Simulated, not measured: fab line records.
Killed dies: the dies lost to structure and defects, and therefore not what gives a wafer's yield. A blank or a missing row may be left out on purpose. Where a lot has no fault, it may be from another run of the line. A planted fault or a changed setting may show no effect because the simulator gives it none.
Split-lot trial	flow berkeleyCmos170	5 lots, 23 wafers read, on a route of 331 steps

## THE SPLIT
At UCB170_GATE_EXPOSE_09 (exposes mask POLY, target cd 350 nm), the setting doseMj was moved away from the recipe's 21 on 5 of the 23 wafers read, by -2.7% to +6.9%. For the rest of the wafers, this setting stayed at what the recipe calls for.

## FROM THE SPLIT TO THE READING: what the file shows between them, 6 steps
- UCB170_GATE_PEB_10
- UCB170_GATE_DEVELOP_11: develop time 45 s
- UCB170_GATE_CD_MEAS_12: target cd 350 nm
- UCB170_GATE_ETCH_14: etches BARC in N2/H2
- UCB170_GATE_ETCH_15: etches poly-Si in HBr/Cl2, stops on SiO2, time 56.3 s, target depth 278.2 nm
- UCB170_GATE_STRIP_16: strips in O2

## THE READING
cdNm (nm) at UCB170_GATE_CD_MEAS_90, where the cd target is 350 nm. A value of 350.7 nm with a standard deviation of 1.6 nm is what fault-free wafers of this fab line usually give.

wafer	tool, chamber at the split	doseMj as run	against the recipe	cdNm, nm	against lot-mates on the recipe
L074.1	krfScanner-02, 0	21	recipe	353.0	-
L074.2	krfScanner-02, 0	21	recipe	354.6	-
L074.3	krfScanner-02, 0	21	recipe	353.1	-
L074.4	krfScanner-02, 0	21	recipe	353.3	-
L074.6	krfScanner-02, 0	21	recipe	354.8	-
L079.1	krfScanner-01, 0	21	recipe	348.5	-
L079.2	krfScanner-01, 0	21	recipe	348.6	-
L079.3	krfScanner-01, 0	21	recipe	351.1	-
L079.4	krfScanner-01, 0	21	recipe	351.5	-
L079.5	krfScanner-01, 0	21	recipe	349.2	-
L080.1	krfScanner-02, 0	21	recipe	350.1	-
L080.2	krfScanner-02, 0	22.44	+6.9%	338.2	-11.4
L080.3	krfScanner-02, 0	22.44	+6.9%	337.2	-12.4
L080.4	krfScanner-02, 0	21	recipe	349.1	-
L080.6	krfScanner-02, 0	22.44	+6.9%	338.2	-11.4
L083.3	krfScanner-02, 0	21	recipe	351.3	-
L083.4	krfScanner-02, 0	21	recipe	350.0	-
L083.5	krfScanner-02, 0	21	recipe	348.8	-
L084.2	krfScanner-02, 0	21	recipe	351.4	-
L084.3	krfScanner-02, 0	20.43	-2.7%	356.9	+4.7
L084.4	krfScanner-02, 0	20.43	-2.7%	353.9	+1.7
L084.5	krfScanner-02, 0	21	recipe	352.1	-
L084.6	krfScanner-02, 0	21	recipe	353.0	-

THE FIT
A straight line over all 23 wafers: cdNm changes by -1.9 nm for each +1% of doseMj; r = -0.93; the points scatter about the line by 1.9 nm.
The same after taking each lot's own level away (the mean of its wafers on the recipe; 23 wafers): -1.65 nm for each +1%; r = -0.97; scatter 1.1 nm.
On that fit, the largest move of doseMj shifts the reading by 11 nm.
The lots' own levels span 349.60 to 353.76 nm, that is 2.6 times the standard deviation above.
So the lot-to-lot level changes the slope: the two fits differ.
Check: for one of the wafers moved furthest among these (+6.9%), held out of the fit, the line's prediction against its lot-mates is -11.5 nm. It came out at -11.4 nm against them.

## FURTHER SPLITS ON THESE WAFERS
These wafers also went through other splits before the reading. Each is held against what the fit with the lots' levels taken away leaves over:
other split on the same wafers	wafers away from the commonest value	r with cdNm (lot level and that fit taken away)
UCB170_START_OXIDATION_02 tempC	18	+0.14
UCB170_PWELL_OXIDATION_02 tempC	15	-0.17
UCB170_ACTIVE_PEB_11 pebTempC	9	+0.01
UCB170_PFIELD_IMPLANT_07 energyKev	10	-0.06
UCB170_GATE_COAT_07 spinRpm	8	-0.61

## THE WHOLE CHAIN: every reading that the file lists as answering this split, in the file's order
step	what it does	reading	change (the file's fit)	r (the file's)
UCB170_GATE_CD_MEAS_12	target cd 350 nm	cdNm	-1.6 nm for each +1% of the setting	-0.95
UCB170_GATE_ETCH_15	etches poly-Si in HBr/Cl2, stops on SiO2, time 56.3 s, target depth 278.2 nm	GATE.cdNm (the simulator's own value, which no gauge read)	-1.64 nm for each +1% of the setting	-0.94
UCB170_GATE_CD_MEAS_90	target cd 350 nm	cdNm	-1.65 nm for each +1% of the setting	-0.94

## FILE'S OWN FIT
cdNm changes by -1.65 nm for each +1% of doseMj, r = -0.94.
